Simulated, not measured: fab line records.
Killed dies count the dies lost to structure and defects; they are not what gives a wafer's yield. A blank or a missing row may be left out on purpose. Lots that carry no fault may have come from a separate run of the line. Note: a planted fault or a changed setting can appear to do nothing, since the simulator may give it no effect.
Lot-split experiment + flow rit cmos + route with 202 steps; 5 lots, 23 wafers read

THE SPLIT ITSELF
At RIT_M1_SPUTTER_00 (material Al, target thk 400 nm, time 500 s), the setting time s was moved away from the recipe's 500 s on 10 of the 23 wafers read, by -9.2% to +14.4%. This setting was run at the recipe's value on the other wafers.

FROM THE SPLIT ON TO THE READING: in between, the file shows 1 step
- RIT_M1_RS_MEAS_01: measures by four-point-probe

THE READING
M1_AL_THK, in nm, at RIT_M1_THK_MEAS_02 (measures by xrf). Fault-free wafers of this fab line usually give 397 nm, standard deviation 3.9 nm.

| wafer  | tool, chamber at the split | time s as run, s | against the recipe | M1_AL_THK, nm | against lot-mates on the recipe |
|--------|----------------------------|------------------|--------------------|---------------|---------------------------------|
| L074.1 | pvd sputter-01, -          | 500              | recipe             | 390           | -                               |
| L074.4 | pvd sputter-01, -          | 500              | recipe             | 389           | -                               |
| L074.5 | pvd sputter-01, -          | 500              | recipe             | 392           | -                               |
| L075.1 | pvd sputter-03, -          | 500              | recipe             | 395           | -                               |
| L075.2 | pvd sputter-03, -          | 454              | -9.2%              | 365           | -29                             |
| L075.3 | pvd sputter-03, -          | 500              | recipe             | 395           | -                               |
| L075.5 | pvd sputter-03, -          | 454              | -9.2%              | 359           | -35                             |
| L075.6 | pvd sputter-03, -          | 500              | recipe             | 391           | -                               |
| L077.1 | pvd sputter-03, -          | 478.5            | -4.3%              | 382           | -16                             |
| L077.2 | pvd sputter-03, -          | 500              | recipe             | 398           | -                               |
| L077.4 | pvd sputter-03, -          | 500              | recipe             | 398           | -                               |
| L077.5 | pvd sputter-03, -          | 478.5            | -4.3%              | 383           | -15                             |
| L077.6 | pvd sputter-03, -          | 478.5            | -4.3%              | 382           | -16                             |
| L079.1 | pvd sputter-03, -          | 572              | +14.4%             | 458           | +54                             |
| L079.2 | pvd sputter-03, -          | 572              | +14.4%             | 461           | +57                             |
| L079.4 | pvd sputter-03, -          | 500              | recipe             | 404           | -                               |
| L079.5 | pvd sputter-03, -          | 500              | recipe             | 405           | -                               |
| L079.6 | pvd sputter-03, -          | 500              | recipe             | 403           | -                               |
| L084.1 | pvd sputter-01, -          | 473              | -5.4%              | 379           | -22                             |
| L084.2 | pvd sputter-01, -          | 473              | -5.4%              | 381           | -20                             |
| L084.3 | pvd sputter-01, -          | 473              | -5.4%              | 375           | -26                             |
| L084.5 | pvd sputter-01, -          | 500              | recipe             | 403           | -                               |
| L084.6 | pvd sputter-01, -          | 500              | recipe             | 398           | -                               |

FIT RESULTS
A straight line over all 23 wafers: M1_AL_THK changes by +4.07 nm for each +1% of time s; r = +0.98; the points scatter about the line by 4.7 nm.
The same after taking each lot's own level away (the mean of its wafers on the recipe; 23 wafers): +3.78 nm for each +1%; r = +0.99; scatter 2.2 nm.
According to that fit, moving time s by its largest amount changes the reading by 54 nm.
The span of the lots' own levels, 390.3 to 404.0 nm, comes to 3.5 times the standard deviation stated above.
Hence the lot-to-lot level has little effect on the slope; both slopes agree.
Check: for one of the wafers moved furthest among these (+14.4%), held out of the fit, the line's prediction against its lot-mates is +55 nm. Against them it came out at +54 nm.

OTHER SPLITS APPLIED TO THESE WAFERS
Note: prior to the reading, these wafers also went through further splits. Each is held against what the fit with the lots' levels taken away leaves over:
| other split on the same wafers     | wafers away from the commonest value | r with M1_AL_THK (lot level and that fit taken away) |
|------------------------------------|--------------------------------------|------------------------------------------------------|
| RIT_PLDD_SOFTBAKE_02 temp c        | 7                                    | -0.08                                                |
| RIT_NSD_IMPLANT_08 dose cm2        | 4                                    | -0.01                                                |
| RIT_PSD_COAT_01 spin rpm           | 10                                   | +0.15                                                |
| RIT_PSD_IMPLANT_08 energy kev      | 5                                    | +0.05                                                |
| RIT_SDANNEAL_CLEAN_02 time s       | 10                                   | +0.28                                                |
| RIT_SILICIDE_SPUTTER_01 time s     | 4                                    | +0.19                                                |
| RIT_CONTACT_EXPOSE_05 dose mj      | 9                                    | -0.05                                                |
| RIT_CONTACT_ETCH_11 over etch frac | 7                                    | -0.04                                                |

THE WHOLE CHAIN: every reading that the file lists as answering this split, in the file's order
| step               | what it does                               | reading                                                                     | change (the file's fit)               | r (the file's) |
|--------------------|--------------------------------------------|-----------------------------------------------------------------------------|---------------------------------------|----------------|
| RIT_M1_SPUTTER_00  | material Al, target thk 400 nm, time 500 s | Al_of_M1_SPUTTER_00.thk nm (the simulator's own value, which no gauge read) | +3.88 nm for each +1% of the setting  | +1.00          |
| RIT_M1_RS_MEAS_01  | measures by four-point-probe               | M1_AL_RS                                                                    | -0.000687 for each +1% of the setting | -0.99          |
| RIT_M1_THK_MEAS_02 | measures by xrf                            | M1_AL_THK                                                                   | +3.75 for each +1% of the setting     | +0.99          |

THE FILE'S OWN FIT
M1_AL_THK changes by +3.75 nm for each +1% of time s, r = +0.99.
